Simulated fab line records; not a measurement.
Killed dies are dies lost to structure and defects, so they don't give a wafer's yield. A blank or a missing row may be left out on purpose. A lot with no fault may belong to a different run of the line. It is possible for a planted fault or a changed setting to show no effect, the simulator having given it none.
Problem report, 8D (eight disciplines) form, completed by code | flow berkeley-cmos170 | the parts of the form that need people (team, actions taken, sign-off) are left out

1. PROBLEM STATEMENT
Mean PWELL_TW at UCB170_PWELL_TW_MEAS_17: 352.4 over 6 wafers in 2 lots; fault-free wafers: 378.6, standard deviation 2.2. That is -12 standard deviations from the usual mean.
Earliest sighting: wafer L786.3 on film-metro-02 at day 5 18:55. The record has a number at this step for 42 wafers belonging to 14 lots. The rule behind "out" and "out of limits": a value lying over 4 standard deviations away from the usual mean. The other wafers with a number count as sound.

2. WHAT IT IS AND WHAT IT IS NOT
question                    | is                           | is not
which readings at this step | PWELL_TW                     | -
which lots                  | L786, L788                   | L775, L776, L777, L778, L779, L780, L782, L783, L794, L795, L797, L798
which wafers of those lots  | all that have a number       | -
read on which gauges        | film-metro-02, film-metro-04 | film-metro-01
when                        | from day 5 18:55             | up to then (24 sound wafers); but 12 sound wafers of L794, L795, L797, L798 came after

3. SUSPECTS, AND WHAT RULES EACH OUT
Counting: any tool at a process step up to the reading is kept as a suspect provided that every lot that is out went through it and no sound lot did after the first of them.
- the gauge at UCB170_PWELL_TW_MEAS_17 has been ruled out. The wafers that are out were read on 2 gauges (film-metro-02, film-metro-04).
- implanter-03 at UCB170_PWELL_IMPLANT_15: kept. All lots that are out passed through it, beginning with L786 at day 5 18:41, and no sound lot followed; its final sound lot before that point was L783 at day 5 01:13. Its own readings are out on those wafers: dose-ions-cm2, faraday-current-uA.
The count leaves implanter-03 at UCB170_PWELL_IMPLANT_15.

4. THE CAUSE (what the simulator had put in)
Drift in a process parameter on implanter-03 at UCB170_PWELL_IMPLANT_15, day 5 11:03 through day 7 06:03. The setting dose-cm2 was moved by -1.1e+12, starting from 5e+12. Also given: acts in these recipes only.
This tool alone remained once counting was done.

5. SEQUENCE OF EFFECTS, ordered by route
Rows list readings where the struck wafers' mean (over those with a number) sits beyond 3 standard deviations from the usual. Only readings for which the record gives a usual standard deviation are gone through. hours: the time from each lot's start at the first step in this table that gives one to its start at this step, as a median over the lots. sigmas: the change in usual standard deviations.
hours | step                    | reading            | usual | on struck wafers | change | sigmas
0     | UCB170_PWELL_IMPLANT_15 | dose-ions-cm2      | 5e+12 | 4e+12            | -1e+12 | -99 or more
0     | UCB170_PWELL_IMPLANT_15 | faraday-current-uA | 15.9  | 12.6             | -3.3   | -11
0     | UCB170_PWELL_TW_MEAS_17 | PWELL_TW           | 378.6 | 352.4            | -26.2  | -12
The process steps in it:
- UCB170_PWELL_IMPLANT_15
Later steps that measure or inspect, where all struck wafers having a row at the step show a number for every such reading and not one has moved that far: UCB170_V1_CD_MEAS_12, UCB170_V1_OVL_MEAS_13.

6. HOW IT WOULD HAVE BEEN CAUGHT EARLIER
The first out-of-limits reading at a measuring or inspecting step in this record came at day 5 18:55, 8 hours after the fault's start at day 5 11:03.
Tool's own readings at UCB170_PWELL_IMPLANT_15, dose-ions-cm2, faraday-current-uA: out on all struck wafers the step has rows for; an alarm limit on them would have tripped on the first.
Among the 2 lots that are out, L788 began UCB170_PWELL_IMPLANT_15 on implanter-03 after day 5 18:55. A tool hold placed at that time would have kept it from harm.
